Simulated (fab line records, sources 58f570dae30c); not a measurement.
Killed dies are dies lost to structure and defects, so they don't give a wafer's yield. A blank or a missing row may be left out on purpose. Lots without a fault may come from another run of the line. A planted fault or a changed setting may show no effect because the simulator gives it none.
A struck lot beside a sound one | flow berkeley_cmos170 | 14 steps out of a route of 331
Sound: wafers L699.1, L699.2, L699.4. Struck: wafers L695.3, L695.4, L695.6. The cause comes at the end.
At each step with rows: each side's tool, then ch and its chambers, then its first start. Under that, the readings that differ: sound wafers | struck wafers | difference of the means | sigmas: that difference in standard deviations of wafers without a fault.
alike: readings whose means differ by less than 2 such deviations, and words and numbers that are the same on both sides. not compared: withheld readings, readings that some wafer has no value for, bounds like >300 that may hide the same value, and numbers for which the record gives no deviation and whose values overlap.
The two part at a step that has a row with sigmas, a row that says differs or no value, or rows on one side only. Numbers that don't overlap but have no deviation are shown without sigmas and don't part them. A reading that every wafer of one side lacks parts them only if that side has two wafers or more.

first, 4 steps without rows for these wafers: UCB170_WELLDRIVE_WET_ETCH_04 (etches SiO2 in BOE, time 120 s); UCB170_ACTIVE_CLEAN_00 (cleans in SPM, time 600 s); UCB170_ACTIVE_CLEAN_01 (cleans in dHF, time 60 s); UCB170_ACTIVE_OXIDATION_02 (target thk 26.4 nm, ox time 1260 s).
UCB170_ACTIVE_THK_MEAS_03:
  sound on film_metro-04, day 7 04:46; struck on film_metro-02, day 6 04:30
  reading               | sound          | struck         | difference | sigmas
  ACTIVE_OXIDE_THK (nm) | 26.1 25.7 26.3 | 27.6 27.3 27.0 | +1.3       | +3
then, 2 steps without rows for these wafers: UCB170_ACTIVE_ANNEAL_04 (time 900 s); UCB170_ACTIVE_CVD_05 (deposits Si3N4 from SiH2Cl2/NH3, target thk 220 nm, time 3300 s).
UCB170_ACTIVE_THK_MEAS_06:
  sound on film_metro-04, day 7 11:03; struck on film_metro-02, day 6 12:17
  reading                 | sound             | struck            | difference | sigmas
  ACTIVE_NITRIDE_THK (nm) | 218.9 219.3 218.5 | 223.8 223.1 222.9 | +4.4       | +3
then, 4 steps without rows for these wafers: UCB170_ACTIVE_HMDS_07 (prime time 60 s); UCB170_ACTIVE_COAT_08 (resist thk 900 nm); UCB170_ACTIVE_SOFTBAKE_09 (time 58.8 s); UCB170_ACTIVE_EXPOSE_10 (exposes mask ACTIVE, target cd 1200 nm).
UCB170_ACTIVE_PEB_11:
  sound on litho_track-01 ch 0, day 7 12:38; struck on litho_track-04, day 6 13:16
  no value came back on the struck wafers for chill_plate_temp_C (C), exhaust_pa (Pa), heater_power_total_W (W); on the sound wafers chill_plate_temp_C (C) reads 22.91 22.85 22.84
then, 1 step without rows for these wafers: UCB170_ACTIVE_DEVELOP_12 (develop time 45 s).

WHERE THEY PART
First at UCB170_ACTIVE_THK_MEAS_03; last, within this record, at UCB170_ACTIVE_PEB_11.

WHY: what the simulator had put in
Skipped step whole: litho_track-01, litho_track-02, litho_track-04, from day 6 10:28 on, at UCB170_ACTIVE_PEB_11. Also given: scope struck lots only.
